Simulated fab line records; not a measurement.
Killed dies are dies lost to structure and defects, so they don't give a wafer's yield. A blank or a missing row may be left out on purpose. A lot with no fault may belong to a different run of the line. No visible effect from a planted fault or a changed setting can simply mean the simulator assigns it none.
Problem report in the 8D (eight disciplines) form, filled by code	flow rit-cmos	the parts of the form that need people (team, actions taken, sign-off) are left out

## 1. WHAT IS WRONG
Wafers without a fault read 1101.6 C, standard deviation 1.6; spike-tc-centre-C at RIT_FOX2_OXIDATION_00 reads a mean of 1110.7 C on 9 wafers belonging to 3 lots. That puts it +5.7 standard deviations away from the usual mean.
The step: target thk 350.7 nm, ox time 1130 s.
Earliest sighting: wafer L717.2 on furnace-04 at day 4 07:22. The record has a number at this step for 21 wafers belonging to 7 lots. Rule for "out", or "out of limits": more than 4 standard deviations from the usual mean. The other wafers with a number count as sound.

## 2. WHAT IT IS; WHAT IT IS NOT
question	is	is not
which readings at this step	spike-tc-centre-C	-
which lots	L717, L718, L719	L709, L714, L726, L727
which wafers of those lots	all that have a number	-
read on which tools	furnace-04	furnace-03
when	from day 4 07:22	up to then (6 sound wafers); but 6 sound wafers of L726, L727 came after

## 3. THE SUSPECTS, EACH WITH WHAT RULES IT OUT
Counting: a tool at a process step up to the reading stays a suspect if it ran every lot that is out and no sound lot after the first of them.
- rie-diel-04 at RIT_ACTIVE_ETCH_13 (etches Si3N4 in SF6, stops on SiO2, time 210 s, target depth 210 nm): kept. It ran every lot that is out, first L717 (day 4 04:05), and no sound lot after that; its last sound lot up to then is L709 (day 2 12:41).
- furnace-04 at RIT_FOX2_OXIDATION_00 (target thk 350.7 nm, ox time 1130 s): kept. It ran every lot that is out, first L717 (day 4 07:22), and no sound lot after that; its last sound lot up to then is L714 (day 3 17:05). Out on those wafers are its own readings of spike-tc-centre-C.
What counting leaves: rie-diel-04 at RIT_ACTIVE_ETCH_13 and furnace-04 at RIT_FOX2_OXIDATION_00.

## 4. THE CAUSE (what the simulator had put in)
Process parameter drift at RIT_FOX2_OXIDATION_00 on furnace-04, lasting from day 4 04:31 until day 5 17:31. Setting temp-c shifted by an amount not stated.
This tool is one of the 2 suspects left after counting.

## 5. THE CHAIN OF EFFECTS, in route order
Each row: a reading where the mean over the struck wafers with a number is more than 3 standard deviations away from the usual. Only readings whose record carries a usual standard deviation are examined. hours: median over the lots of the time between each lot's start at the first step of this table that gives one and its start at this step. sigmas: the change, counted in usual standard deviations.
hours	step	reading	usual	on struck wafers	change	sigmas
0	RIT_FOX2_OXIDATION_00	spike-tc-centre-C	1101.6 C	1110.7	+9.1	+5.7
0	RIT_FOX2_OXIDATION_00	spike-tc-source-C	1124.7 C	1132.9	+8.2	+3.9
The process steps in it:
- RIT_FOX2_OXIDATION_00: target thk 350.7 nm, ox time 1130 s.
Later steps that measure or inspect, where all struck wafers having a row at the step show a number for every such reading and not one has moved that far: RIT_FOX2_THK_MEAS_01, RIT_FOX2_THK_MEAS_90, RIT_NWELL_OVL_MEAS_06, RIT_NWELL_TW_MEAS_10, RIT_PWELL_OVL_MEAS_06, RIT_PWELL_TW_MEAS_10, RIT_WELLDRIVE_RS_MEAS_01, RIT_WELLDRIVE_RS_MEAS_02.

## 6. WHAT WOULD HAVE CAUGHT IT SOONER
The fault began at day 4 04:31; the first out-of-limits reading in this record came at day 4 07:22, 3 hours later.
